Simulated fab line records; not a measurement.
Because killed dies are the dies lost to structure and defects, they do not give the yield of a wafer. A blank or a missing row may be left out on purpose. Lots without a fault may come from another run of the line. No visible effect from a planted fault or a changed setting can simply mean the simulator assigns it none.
fab line records :: flow rit-cmos
record:
  lots: 5
  wafers: 15
  last-day: 7
route steps=202 shown CONTACT@180 M1@184
lots that met no fault: from a run of the same line without faults
start-h: hours from the record's opening day to when the first of the lot's shown wafers began :: wait-h: how many hours have passed since the lot's step before this one :: " same as the row above :: L1.1+2: one row covering several wafers at once :: - value missing, or start not given :: * or withheld: withheld :: < > ~ a bound
route shown NAME@n: a module of which the file shows steps, and the number in the route of the first :: usual: average and standard deviation across the fault-free wafers :: same: alike in all rows :: chamber/n: place in a boat :: sites: the reading at each site :: _std_site: standard deviation across them :: _edge_site: inner sites' mean taken away from outer sites' mean :: radius-mm: how far each site lies from the wafer's centre :: mask NAME#n: copy n :: behind: tool/chamber where the wafer was last shaped :: hold: reason for holding the lot/hours on hold/outcome of the hold :: device: names the non-switching transistor (n, p or np) :: end of line: tests run on the same wafers once the route is complete :: for a step that has no rows: nothing shown but its recipe :: killed: the dies lost at the first sort to structure and to defects; this is not the yield of the wafer :: map: dies across one wafer; x = killed, . = not, _ = none there
set.NAME: the setting that was run; set.NAME@STEP: the one run at that earlier step :: model.NAME: the simulator's own value behind a step, which no gauge read
lots at selected steps of the route; one table per step, one row per wafer
services: the hour from which a tool's chamber was out of use, counted from the record's first day as start-h (under 0 if before that day), plus the number of hours and why
== steps ==
step: RIT_CONTACT_STRIP_12
recipe:
  chemistry: O2
  time-s: 180
  resist: NOVOLAK
  platen-temp-c: withheld
  power-w: 500
  pressure-mtorr: 4000
  o2-flow-sccm: 4000
usual:
  drypump-motor-current-A: 5.4/0.53
lot.wafer: L081.1
tool: plasma-asher-02
chamber: 0
start-h: 86.82
wait-h: 0.1
drypump-motor-current-A: 6.1
rf-hours-counter-h: 28

lot.wafer: L081.2
tool: plasma-asher-02
chamber: 1
start-h: 86.82
wait-h: 0.1
drypump-motor-current-A: 4.9
rf-hours-counter-h: 28

lot.wafer: L081.6
tool: plasma-asher-02
chamber: 0
start-h: 86.82
wait-h: 0.1
drypump-motor-current-A: 6.1
rf-hours-counter-h: -

lot.wafer: L089.3
tool: plasma-asher-02
chamber: 1
start-h: 126.78
wait-h: 0.2
drypump-motor-current-A: 4.9
rf-hours-counter-h: -

lot.wafer: L089.5
tool: plasma-asher-02
chamber: 0
start-h: 126.78
wait-h: 0.2
drypump-motor-current-A: 6.1
rf-hours-counter-h: -

lot.wafer: L089.6
tool: plasma-asher-02
chamber: 1
start-h: 126.78
wait-h: 0.2
drypump-motor-current-A: 4.9
rf-hours-counter-h: -

lot.wafer: L091.2
tool: plasma-asher-03
chamber: 0
start-h: 137.31
wait-h: 0.1
drypump-motor-current-A: 5.8
rf-hours-counter-h: 52

lot.wafer: L091.4
tool: plasma-asher-03
chamber: 0
start-h: 137.31
wait-h: 0.1
drypump-motor-current-A: 5.8
rf-hours-counter-h: -

lot.wafer: L091.6
tool: plasma-asher-03
chamber: 0
start-h: 137.31
wait-h: 0.1
drypump-motor-current-A: 5.8
rf-hours-counter-h: -

lot.wafer: L093.2
tool: plasma-asher-02
chamber: 1
start-h: 147.94
wait-h: 0.1
drypump-motor-current-A: 4.9
rf-hours-counter-h: 35

lot.wafer: L093.3
tool: plasma-asher-02
chamber: 1
start-h: 147.94
wait-h: 0.1
drypump-motor-current-A: 4.9
rf-hours-counter-h: -

lot.wafer: L093.4
tool: plasma-asher-02
chamber: 0
start-h: 147.94
wait-h: 0.1
drypump-motor-current-A: 6.1
rf-hours-counter-h: -

lot.wafer: L095.3
tool: plasma-asher-03
chamber: 0
start-h: 157.55
wait-h: 0.2
drypump-motor-current-A: 5.8
rf-hours-counter-h: -

lot.wafer: L095.4
tool: plasma-asher-03
chamber: 1
start-h: 157.55
wait-h: 0.2
drypump-motor-current-A: 4.8
rf-hours-counter-h: -

lot.wafer: L095.6
tool: plasma-asher-03
chamber: 0
start-h: 157.55
wait-h: 0.2
drypump-motor-current-A: 5.8
rf-hours-counter-h: -
step: RIT_CONTACT_CD_MEAS_90
recipe:
  target-cd-nm: 1000
usual:
  cd-nm: 1000.3/1.9
lot.wafer: L081.1
tool: cd-sem-01
chamber: -
start-h: 87.00
wait-h: 0.1
cd-nm: 1001.7

lot.wafer: L081.2
tool: cd-sem-01
chamber: -
start-h: 87.00
wait-h: 0.1
cd-nm: 1002.7

lot.wafer: L081.6
tool: cd-sem-01
chamber: -
start-h: 87.00
wait-h: 0.1
cd-nm: 1001.3

lot.wafer: L089.3
tool: cd-sem-02
chamber: -
start-h: 126.93
wait-h: 0.1
cd-nm: 997.2

lot.wafer: L089.5
tool: cd-sem-02
chamber: -
start-h: 126.93
wait-h: 0.1
cd-nm: 996.2

lot.wafer: L089.6
tool: cd-sem-02
chamber: -
start-h: 126.93
wait-h: 0.1
cd-nm: 997.3

lot.wafer: L091.2
tool: cd-sem-02
chamber: -
start-h: 137.50
wait-h: 0.1
cd-nm: 1001.2

lot.wafer: L091.4
tool: cd-sem-02
chamber: -
start-h: 137.50
wait-h: 0.1
cd-nm: 1002.0

lot.wafer: L091.6
tool: cd-sem-02
chamber: -
start-h: 137.50
wait-h: 0.1
cd-nm: 1002.6

lot.wafer: L093.2
tool: cd-sem-01
chamber: -
start-h: 148.14
wait-h: 0.1
cd-nm: 1000.4

lot.wafer: L093.3
tool: cd-sem-01
chamber: -
start-h: 148.14
wait-h: 0.1
cd-nm: 998.7

lot.wafer: L093.4
tool: cd-sem-01
chamber: -
start-h: 148.14
wait-h: 0.1
cd-nm: 1001.5

lot.wafer: L095.3
tool: cd-sem-02
chamber: -
start-h: 157.71
wait-h: 0.1
cd-nm: 1000.6

lot.wafer: L095.4
tool: cd-sem-02
chamber: -
start-h: 157.71
wait-h: 0.1
cd-nm: 1001.9

lot.wafer: L095.6
tool: cd-sem-02
chamber: -
start-h: 157.71
wait-h: 0.1
cd-nm: 1001.2
step: RIT_CONTACT_CLEAN_13
recipe:
  chemistry: SC1
  mix: 3:3:50
  time-s: 600
  temp-c: 75
lot.wafer: L081.1+2+6
tool: wet-bench-04
chamber: 0
start-h: 87.12
wait-h: 0.1

lot.wafer: L089.3+5+6
tool: wet-bench-02
chamber: 3
start-h: 127.01
wait-h: 0.1

lot.wafer: L091.2+4+6
tool: wet-bench-02
chamber: 2
start-h: 137.60
wait-h: 0.1

lot.wafer: L093.2+3+4
tool: wet-bench-02
chamber: 1
start-h: 148.24
wait-h: 0.1

lot.wafer: L095.3+4+6
tool: wet-bench-02
chamber: 2
start-h: 157.79
wait-h: 0.1
step: RIT_CONTACT_CLEAN_14
recipe:
  chemistry: SC2
  mix: 3:3:50
  time-s: 600
  temp-c: 75
  dry: n2-spin
lot.wafer: L081.1+2+6
tool: wet-bench-04
chamber: 0
start-h: 87.31
wait-h: 0.0

lot.wafer: L089.3+5+6
tool: wet-bench-03
chamber: 2
start-h: 127.36
wait-h: 0.0

lot.wafer: L091.2+4+6
tool: wet-bench-03
chamber: 1
start-h: 137.78
wait-h: 0.0

lot.wafer: L093.2+3+4
tool: wet-bench-03
chamber: 1
start-h: 148.41
wait-h: 0.0

lot.wafer: L095.3+4+6
tool: wet-bench-04
chamber: 1
start-h: 157.96
wait-h: 0.0
step: RIT_M1_SPUTTER_00
recipe:
  material: Al
  target-thk-nm: 400
  power-w: 2000
  chamber-pressure-pa: 0.4
  gas: Ar
  time-s: 500
  substrate-temp-c: 25
usual:
  throttle-valve-pct: 30.0/1
lot.wafer: L081.1
tool: pvd-sputter-01
chamber: -
start-h: 87.50
wait-h: 0.0
throttle-valve-pct: 27.7

lot.wafer: L081.2
tool: pvd-sputter-01
chamber: -
start-h: 87.50
wait-h: 0.0
throttle-valve-pct: 31.4

lot.wafer: L081.6
tool: pvd-sputter-01
chamber: -
start-h: 87.50
wait-h: 0.0
throttle-valve-pct: 30.7

lot.wafer: L089.3
tool: pvd-sputter-02
chamber: -
start-h: 127.54
wait-h: 0.0
throttle-valve-pct: 32.1

lot.wafer: L089.5
tool: pvd-sputter-02
chamber: -
start-h: 127.54
wait-h: 0.0
throttle-valve-pct: 29.7

lot.wafer: L089.6
tool: pvd-sputter-02
chamber: -
start-h: 127.54
wait-h: 0.0
throttle-valve-pct: 30.2

lot.wafer: L091.2
tool: pvd-sputter-02
chamber: -
start-h: 137.95
wait-h: 0.0
throttle-valve-pct: 29.9

lot.wafer: L091.4
tool: pvd-sputter-02
chamber: -
start-h: 137.95
wait-h: 0.0
throttle-valve-pct: 29.9

lot.wafer: L091.6
tool: pvd-sputter-02
chamber: -
start-h: 137.95
wait-h: 0.0
throttle-valve-pct: 29.9

lot.wafer: L093.2
tool: pvd-sputter-02
chamber: -
start-h: 148.60
wait-h: 0.0
throttle-valve-pct: 29.9

lot.wafer: L093.3
tool: pvd-sputter-02
chamber: -
start-h: 148.60
wait-h: 0.0
throttle-valve-pct: 29.9

lot.wafer: L093.4
tool: pvd-sputter-02
chamber: -
start-h: 148.60
wait-h: 0.0
throttle-valve-pct: 31.7

lot.wafer: L095.3
tool: pvd-sputter-02
chamber: -
start-h: 158.14
wait-h: 0.0
throttle-valve-pct: 32.0

lot.wafer: L095.4
tool: pvd-sputter-02
chamber: -
start-h: 158.14
wait-h: 0.0
throttle-valve-pct: 30.1

lot.wafer: L095.6
tool: pvd-sputter-02
chamber: -
start-h: 158.14
wait-h: 0.0
throttle-valve-pct: 29.9
step: RIT_M1_RS_MEAS_01
recipe:
  thk-meas-gauge: four-point-probe
  reads: Al_of_M1_SPUTTER_00
usual:
  M1_AL_RS: 0.0729/0.0008
lot.wafer: L081.1
tool: film-metro-01
chamber: -
start-h: 87.79
wait-h: 0.1
M1_AL_RS[ohm/sq]: 0.0732

lot.wafer: L081.2
tool: film-metro-01
chamber: -
start-h: 87.79
wait-h: 0.1
M1_AL_RS[ohm/sq]: 0.0734

lot.wafer: L081.6
tool: film-metro-01
chamber: -
start-h: 87.79
wait-h: 0.1
M1_AL_RS[ohm/sq]: 0.0738

lot.wafer: L089.3
tool: film-metro-02
chamber: -
start-h: 127.87
wait-h: 0.2
M1_AL_RS[ohm/sq]: 0.0730

lot.wafer: L089.5
tool: film-metro-02
chamber: -
start-h: 127.87
wait-h: 0.2
M1_AL_RS[ohm/sq]: 0.0733

lot.wafer: L089.6
tool: film-metro-02
chamber: -
start-h: 127.87
wait-h: 0.2
M1_AL_RS[ohm/sq]: 0.0732

lot.wafer: L091.2
tool: film-metro-01
chamber: -
start-h: 138.27
wait-h: 0.2
M1_AL_RS[ohm/sq]: 0.0732

lot.wafer: L091.4
tool: film-metro-01
chamber: -
start-h: 138.27
wait-h: 0.2
M1_AL_RS[ohm/sq]: 0.0729

lot.wafer: L091.6
tool: film-metro-01
chamber: -
start-h: 138.27
wait-h: 0.2
M1_AL_RS[ohm/sq]: 0.0727

lot.wafer: L093.2
tool: film-metro-02
chamber: -
start-h: 148.92
wait-h: 0.2
M1_AL_RS[ohm/sq]: 0.0732

lot.wafer: L093.3
tool: film-metro-02
chamber: -
start-h: 148.92
wait-h: 0.2
M1_AL_RS[ohm/sq]: 0.0730

lot.wafer: L093.4
tool: film-metro-02
chamber: -
start-h: 148.92
wait-h: 0.2
M1_AL_RS[ohm/sq]: 0.0732

lot.wafer: L095.3
tool: film-metro-01
chamber: -
start-h: 158.47
wait-h: 0.2
M1_AL_RS[ohm/sq]: 0.0737

lot.wafer: L095.4
tool: film-metro-01
chamber: -
start-h: 158.47
wait-h: 0.2
M1_AL_RS[ohm/sq]: 0.0740

lot.wafer: L095.6
tool: film-metro-01
chamber: -
start-h: 158.47
wait-h: 0.2
M1_AL_RS[ohm/sq]: 0.0730
step: RIT_M1_THK_MEAS_02
recipe:
  thk-meas-gauge: xrf
  reads: Al_of_M1_SPUTTER_00
usual:
  M1_AL_THK: 401/4.7
lot.wafer: L081.1
tool: film-metro-01
chamber: -
start-h: 87.91
wait-h: 0.1
M1_AL_THK[nm]: 398

lot.wafer: L081.2
tool: film-metro-01
chamber: -
start-h: 87.91
wait-h: 0.1
M1_AL_THK[nm]: 396

lot.wafer: L081.6
tool: film-metro-01
chamber: -
start-h: 87.91
wait-h: 0.1
M1_AL_THK[nm]: 396

lot.wafer: L089.3
tool: film-metro-02
chamber: -
start-h: 127.97
wait-h: 0.1
M1_AL_THK[nm]: 400

lot.wafer: L089.5
tool: film-metro-02
chamber: -
start-h: 127.97
wait-h: 0.1
M1_AL_THK[nm]: 397

lot.wafer: L089.6
tool: film-metro-02
chamber: -
start-h: 127.97
wait-h: 0.1
M1_AL_THK[nm]: 399

lot.wafer: L091.2
tool: film-metro-01
chamber: -
start-h: 138.38
wait-h: 0.1
M1_AL_THK[nm]: 401

lot.wafer: L091.4
tool: film-metro-01
chamber: -
start-h: 138.38
wait-h: 0.1
M1_AL_THK[nm]: 398

lot.wafer: L091.6
tool: film-metro-01
chamber: -
start-h: 138.38
wait-h: 0.1
M1_AL_THK[nm]: 402

lot.wafer: L093.2
tool: film-metro-02
chamber: -
start-h: 149.03
wait-h: 0.1
M1_AL_THK[nm]: 400

lot.wafer: L093.3
tool: film-metro-02
chamber: -
start-h: 149.03
wait-h: 0.1
M1_AL_THK[nm]: 403

lot.wafer: L093.4
tool: film-metro-02
chamber: -
start-h: 149.03
wait-h: 0.1
M1_AL_THK[nm]: 400

lot.wafer: L095.3
tool: film-metro-01
chamber: -
start-h: 158.57
wait-h: 0.1
M1_AL_THK[nm]: 396

lot.wafer: L095.4
tool: film-metro-01
chamber: -
start-h: 158.57
wait-h: 0.1
M1_AL_THK[nm]: 396

lot.wafer: L095.6
tool: film-metro-01
chamber: -
start-h: 158.57
wait-h: 0.1
M1_AL_THK[nm]: 403
step: RIT_M1_HMDS_03
recipe:
  prime-time-s: 60
  prime-temp-c: 140
lot.wafer: L081.1+2+6
tool: litho-track-01
chamber: 0
start-h: 88.06
wait-h: 0.1

lot.wafer: L089.3+5+6
tool: litho-track-02
chamber: 0
start-h: 128.06
wait-h: 0.1

lot.wafer: L091.2+4+6
tool: litho-track-03
chamber: 0
start-h: 138.54
wait-h: 0.1

lot.wafer: L093.2+3+4
tool: litho-track-03
chamber: 0
start-h: 149.10
wait-h: 0.1

lot.wafer: L095.3+4+6
tool: litho-track-02
chamber: 0
start-h: 158.66
wait-h: 0.1
step: RIT_M1_COAT_04
recipe:
  resist: NOVOLAK
  spin-rpm: 2000
  resist-thk-nm: 1300
usual:
  dispense-pressure-kPa: 50.8/0.77
lot.wafer: L081.1
tool: litho-track-01
chamber: 0
start-h: 88.21
wait-h: 0.1
dispense-pressure-kPa: 50.5

lot.wafer: L081.2
tool: litho-track-01
chamber: 0
start-h: 88.21
wait-h: 0.1
dispense-pressure-kPa: 50.6

lot.wafer: L081.6
tool: litho-track-01
chamber: 0
start-h: 88.21
wait-h: 0.1
dispense-pressure-kPa: 50.5

lot.wafer: L089.3
tool: litho-track-02
chamber: 0
start-h: 128.21
wait-h: 0.1
dispense-pressure-kPa: 50.3

lot.wafer: L089.5
tool: litho-track-02
chamber: 0
start-h: 128.21
wait-h: 0.1
dispense-pressure-kPa: 50.2

lot.wafer: L089.6
tool: litho-track-02
chamber: 0
start-h: 128.21
wait-h: 0.1
dispense-pressure-kPa: 50.2

lot.wafer: L091.2
tool: litho-track-03
chamber: 0
start-h: 138.69
wait-h: 0.1
dispense-pressure-kPa: 52.2

lot.wafer: L091.4
tool: litho-track-03
chamber: 0
start-h: 138.69
wait-h: 0.1
dispense-pressure-kPa: 52.3

lot.wafer: L091.6
tool: litho-track-03
chamber: 0
start-h: 138.69
wait-h: 0.1
dispense-pressure-kPa: 52.3

lot.wafer: L093.2
tool: litho-track-03
chamber: 0
start-h: 149.25
wait-h: 0.1
dispense-pressure-kPa: 52.2

lot.wafer: L093.3
tool: litho-track-03
chamber: 0
start-h: 149.25
wait-h: 0.1
dispense-pressure-kPa: 52.3

lot.wafer: L093.4
tool: litho-track-03
chamber: 0
start-h: 149.25
wait-h: 0.1
dispense-pressure-kPa: 52.3

lot.wafer: L095.3
tool: litho-track-02
chamber: 0
start-h: 158.81
wait-h: 0.1
dispense-pressure-kPa: 50.2

lot.wafer: L095.4
tool: litho-track-02
chamber: 0
start-h: 158.81
wait-h: 0.1
dispense-pressure-kPa: 50.3

lot.wafer: L095.6
tool: litho-track-02
chamber: 0
start-h: 158.81
wait-h: 0.1
dispense-pressure-kPa: 50.2
step: RIT_M1_SOFTBAKE_05
recipe:
  resist: NOVOLAK
  temp-c: 90
  time-s: 60
usual:
  plate-temp-C: 90.00/0.13
lot.wafer: L081.1
tool: litho-track-01
chamber: 0
start-h: 88.36
wait-h: 0.1
plate-temp-C: 90.40

lot.wafer: L081.2
tool: litho-track-01
chamber: 0
start-h: 88.36
wait-h: 0.1
plate-temp-C: 90.00

lot.wafer: L081.6
tool: litho-track-01
chamber: 0
start-h: 88.36
wait-h: 0.1
plate-temp-C: 90.13

lot.wafer: L089.3
tool: litho-track-02
chamber: 0
start-h: 128.36
wait-h: 0.1
plate-temp-C: 90.04

lot.wafer: L089.5
tool: litho-track-02
chamber: 0
start-h: 128.36
wait-h: 0.1
plate-temp-C: 90.05

lot.wafer: L089.6
tool: litho-track-02
chamber: 0
start-h: 128.36
wait-h: 0.1
plate-temp-C: 90.03

lot.wafer: L091.2
tool: litho-track-03
chamber: 0
start-h: 138.84
wait-h: 0.1
plate-temp-C: 90.04

lot.wafer: L091.4
tool: litho-track-03
chamber: 0
start-h: 138.84
wait-h: 0.1
plate-temp-C: 90.16

lot.wafer: L091.6
tool: litho-track-03
chamber: 0
start-h: 138.84
wait-h: 0.1
plate-temp-C: 90.18

lot.wafer: L093.2
tool: litho-track-03
chamber: 0
start-h: 149.40
wait-h: 0.1
plate-temp-C: 90.01

lot.wafer: L093.3
tool: litho-track-03
chamber: 0
start-h: 149.40
wait-h: 0.1
plate-temp-C: 90.02

lot.wafer: L093.4
tool: litho-track-03
chamber: 0
start-h: 149.40
wait-h: 0.1
plate-temp-C: 90.25

lot.wafer: L095.3
tool: litho-track-02
chamber: 0
start-h: 158.96
wait-h: 0.1
plate-temp-C: 90.01

lot.wafer: L095.4
tool: litho-track-02
chamber: 0
start-h: 158.96
wait-h: 0.1
plate-temp-C: 90.24

lot.wafer: L095.6
tool: litho-track-02
chamber: 0
start-h: 158.96
wait-h: 0.1
plate-temp-C: 90.10
step: RIT_M1_EXPOSE_06
recipe:
  mask-id: M12
  na: 0.6
  source-shape: conventional
  sigma-outer: 0.5
  target-cd-nm: 2600
  dose-mj: 250
lot.wafer: L081.1+2+6
tool: iline-stepper-02
chamber: 0
start-h: 88.64
wait-h: 0.2
mask: M12#0

lot.wafer: L089.3+5+6
tool: iline-stepper-01
chamber: 0
start-h: 128.50
wait-h: 0.1
mask: M12#0

lot.wafer: L091.2+4+6
tool: iline-stepper-01
chamber: 0
start-h: 138.98
wait-h: 0.1
mask: M12#0

lot.wafer: L093.2+3+4
tool: iline-stepper-02
chamber: 0
start-h: 149.67
wait-h: 0.2
mask: M12#0

lot.wafer: L095.3+4+6
tool: iline-stepper-01
chamber: 0
start-h: 159.10
wait-h: 0.1
mask: M12#0
step: RIT_M1_PEB_07
recipe:
  resist: NOVOLAK
  temp-c: withheld
  time-s: withheld
lot.wafer: L081.1+2+6
tool: litho-track-01
chamber: 0
start-h: 88.77
wait-h: 0.1

lot.wafer: L089.3+5+6
tool: litho-track-03
chamber: 0
start-h: 128.63
wait-h: 0.1

lot.wafer: L091.2+4+6
tool: litho-track-03
chamber: 0
start-h: 139.10
wait-h: 0.1

lot.wafer: L093.2+3+4
tool: litho-track-02
chamber: 0
start-h: 149.79
wait-h: 0.1

lot.wafer: L095.3+4+6
tool: litho-track-02
chamber: 0
start-h: 159.23
wait-h: 0.1
step: RIT_M1_DEVELOP_08
recipe:
  resist: NOVOLAK
  develop-time-s: 68
  dev-temp-c: 23
lot.wafer: L081.1+2+6
tool: litho-track-01
chamber: 0
start-h: -
wait-h: -

lot.wafer: L089.3+5+6
tool: litho-track-03
chamber: 0
start-h: -
wait-h: -

lot.wafer: L091.2+4+6
tool: litho-track-03
chamber: 0
start-h: -
wait-h: -

lot.wafer: L093.2+3+4
tool: litho-track-02
chamber: 0
start-h: -
wait-h: -

lot.wafer: L095.3+4+6
tool: litho-track-02
chamber: 0
start-h: -
wait-h: -
step: RIT_M1_CD_MEAS_09
recipe:
  target-cd-nm: 2600
usual:
  cd-nm: 2600.3/2.5
lot.wafer: L081.1
tool: cd-sem-01
chamber: -
start-h: 89.08
wait-h: -
cd-nm: 2597.2

lot.wafer: L081.2
tool: cd-sem-01
chamber: -
start-h: 89.08
wait-h: -
cd-nm: 2598.0

lot.wafer: L081.6
tool: cd-sem-01
chamber: -
start-h: 89.08
wait-h: -
cd-nm: 2595.6

lot.wafer: L089.3
tool: cd-sem-02
chamber: -
start-h: 128.93
wait-h: -
cd-nm: 2597.2

lot.wafer: L089.5
tool: cd-sem-02
chamber: -
start-h: 128.93
wait-h: -
cd-nm: 2597.5

lot.wafer: L089.6
tool: cd-sem-02
chamber: -
start-h: 128.93
wait-h: -
cd-nm: 2598.1

lot.wafer: L091.2
tool: cd-sem-02
chamber: -
start-h: 139.41
wait-h: -
cd-nm: 2599.8

lot.wafer: L091.4
tool: cd-sem-02
chamber: -
start-h: 139.41
wait-h: -
cd-nm: 2599.3

lot.wafer: L091.6
tool: cd-sem-02
chamber: -
start-h: 139.41
wait-h: -
cd-nm: 2599.1

lot.wafer: L093.2
tool: cd-sem-02
chamber: -
start-h: 150.10
wait-h: -
cd-nm: 2597.6

lot.wafer: L093.3
tool: cd-sem-02
chamber: -
start-h: 150.10
wait-h: -
cd-nm: 2597.4

lot.wafer: L093.4
tool: cd-sem-02
chamber: -
start-h: 150.10
wait-h: -
cd-nm: 2597.3

lot.wafer: L095.3
tool: cd-sem-01
chamber: -
start-h: 159.53
wait-h: -
cd-nm: 2600.9

lot.wafer: L095.4
tool: cd-sem-01
chamber: -
start-h: 159.53
wait-h: -
cd-nm: 2601.0

lot.wafer: L095.6
tool: cd-sem-01
chamber: -
start-h: 159.53
wait-h: -
cd-nm: 2600.4
== services ==
tool: pvd-sputter-02
chamber: -
start-h: 68.49
hours: 3.0
kind: repair

tool: wet-bench-02
chamber: -
start-h: 86.55
hours: 1.9
kind: pm

tool: iline-stepper-02
chamber: -
start-h: 96.84
hours: 5.0
kind: repair

tool: iline-stepper-02
chamber: -
start-h: 117.01
hours: 1.7
kind: pm

tool: pvd-sputter-01
chamber: -
start-h: 117.27
hours: 6.6
kind: repair

tool: iline-stepper-02
chamber: -
start-h: 132.21
hours: 2.2
kind: repair

tool: plasma-asher-03
chamber: -
start-h: 145.22
hours: 4.3
kind: pm
== key ==
fault none
